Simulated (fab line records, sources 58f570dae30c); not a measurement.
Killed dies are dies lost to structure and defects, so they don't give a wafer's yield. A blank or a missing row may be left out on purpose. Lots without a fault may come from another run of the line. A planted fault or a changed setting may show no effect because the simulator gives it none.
Tool commonality check | flow berkeley_cmos170 | 14 lots, 42 wafers sampled

WHY IT WAS OPENED
At UCB170_PVT_TW_MEAS_09 the reading PVT_TW is flagged on 2 of 14 lots. Wafers without a fault read 515, standard deviation 3.6.
Rule: a lot is flagged when every wafer of it that has a number lies more than 4 standard deviations from that mean, or none has a number. The other lots count as sound.

lot  | measured     | on            | PVT_TW, wafer by wafer | flag
L315 | day 5 18:23  | film_metro-01 | 519 520 516            |
L317 | day 6 06:37  | film_metro-04 | 512 512 510            |
L316 | day 6 07:07  | film_metro-01 | 518 520 520            |
L320 | day 6 13:11  | film_metro-04 | 511 509 512            |
L318 | day 6 13:22  | film_metro-04 | 511 513 511            |
L321 | day 7 01:59  | film_metro-03 | 516 518 516            |
L325 | day 7 11:25  | film_metro-04 | 510 512 512            |
L328 | day 8 07:37  | film_metro-01 | 520 518 519            |
L329 | day 9 02:38  | film_metro-01 | 31 31 31               | FLAGGED
L330 | day 9 02:51  | film_metro-03 | 30 30 30               | FLAGGED
L332 | day 9 18:14  | film_metro-01 | 515 521 517            |
L331 | day 9 18:29  | film_metro-01 | 518 518 518            |
L336 | day 10 09:18 | film_metro-04 | 511 510 511            |
L338 | day 11 00:29 | film_metro-04 | 514 511 514            |
The numbers of the flagged lots are 30 on average: -484 against the usual, or -99 or more standard deviations.

WHICH TOOL RAN EACH LOT
The record holds 2 process steps before the reading, out of a route of 331 steps. In each cell: the tool, then ch and the chambers that the sampled wafers went through, then the start.
lot  | flag    | UCB170_NVT_STRIP_08                  | UCB170_PVT_STRIP_08
L315 |         | plasma_asher-01 ch 0,1, day 5 16:20  | plasma_asher-02 ch 0,1, day 5 18:17
L317 |         | plasma_asher-04 ch 0,1, day 6 04:50  | plasma_asher-01 ch 0,1, day 6 06:32
L316 |         | plasma_asher-03 ch 0,1, day 6 05:02  | plasma_asher-02 ch 1, day 6 07:01
L320 |         | plasma_asher-04 ch 0,1, day 6 10:25  | plasma_asher-02 ch 0,1, day 6 13:05
L318 |         | plasma_asher-03 ch 0,1, day 6 10:54  | plasma_asher-04 ch 0,1, day 6 13:15
L321 |         | plasma_asher-03 ch 0,1, day 7 00:23  | plasma_asher-02 ch 0,1, day 7 01:55
L325 |         | plasma_asher-03 ch 0,1, day 7 09:32  | plasma_asher-02 ch 0,1, day 7 11:17
L328 |         | plasma_asher-04 ch 0,1, day 8 06:01  | plasma_asher-04 ch 0,1, day 8 07:31
L329 | FLAGGED | plasma_asher-01 ch 0, day 9 00:08    | plasma_asher-01 ch 0,1, day 9 02:32
L330 | FLAGGED | plasma_asher-04 ch 0,1, day 9 00:24  | plasma_asher-01 ch 0, day 9 02:45
L332 |         | plasma_asher-04 ch 0,1, day 9 16:13  | plasma_asher-04 ch 0,1, day 9 18:08
L331 |         | plasma_asher-01 ch 0,1, day 9 16:13  | plasma_asher-01 ch 0,1, day 9 18:23
L336 |         | plasma_asher-04 ch 0,1, day 10 07:50 | plasma_asher-01 ch 0,1, day 10 09:11
L338 |         | plasma_asher-04 ch 1, day 10 22:44   | plasma_asher-04 ch 0,1, day 11 00:23
What these steps do:
- UCB170_NVT_STRIP_08: strips in O2.
- UCB170_PVT_STRIP_08: strips in O2.
- UCB170_PVT_TW_MEAS_09

FLAGGED OVER TOTAL, TOOL BY TOOL (the gauges that took the reading come last)
step                  | tool            | lots run | flagged | share of the flagged lots | sound lots run after its first flagged lot
UCB170_NVT_STRIP_08   | plasma_asher-01 | 3        | 1       | some                      | 1 (L331)
UCB170_NVT_STRIP_08   | plasma_asher-03 | 4        | 0       | none                      | -
UCB170_NVT_STRIP_08   | plasma_asher-04 | 7        | 1       | some                      | 3 (L332,L336,L338)
UCB170_PVT_STRIP_08   | plasma_asher-01 | 5        | 2       | all                       | 2 (L331,L336)
UCB170_PVT_STRIP_08   | plasma_asher-02 | 5        | 0       | none                      | -
UCB170_PVT_STRIP_08   | plasma_asher-04 | 4        | 0       | none                      | -
UCB170_PVT_TW_MEAS_09 | film_metro-01   | 6        | 1       | some                      | 2 (L332,L331)
UCB170_PVT_TW_MEAS_09 | film_metro-03   | 2        | 1       | some                      | 0
UCB170_PVT_TW_MEAS_09 | film_metro-04   | 6        | 0       | none                      | -

WHAT THE TABLE ALLOWS
1 row of the table ran every flagged lot: plasma_asher-01 at UCB170_PVT_STRIP_08.
- plasma_asher-01 at UCB170_PVT_STRIP_08: 2 of its 5 lots flagged. Sound lots ran on it after the first flagged one (L331, L336), which a lasting fault on the whole tool wouldn't allow. Its own readings lie more than 4 standard deviations out on every wafer of the flagged lots: strip_time_to_endpoint_s.
No row of the table ran every flagged lot and no sound lot after the first.

WHAT THE SIMULATOR HAD PUT IN
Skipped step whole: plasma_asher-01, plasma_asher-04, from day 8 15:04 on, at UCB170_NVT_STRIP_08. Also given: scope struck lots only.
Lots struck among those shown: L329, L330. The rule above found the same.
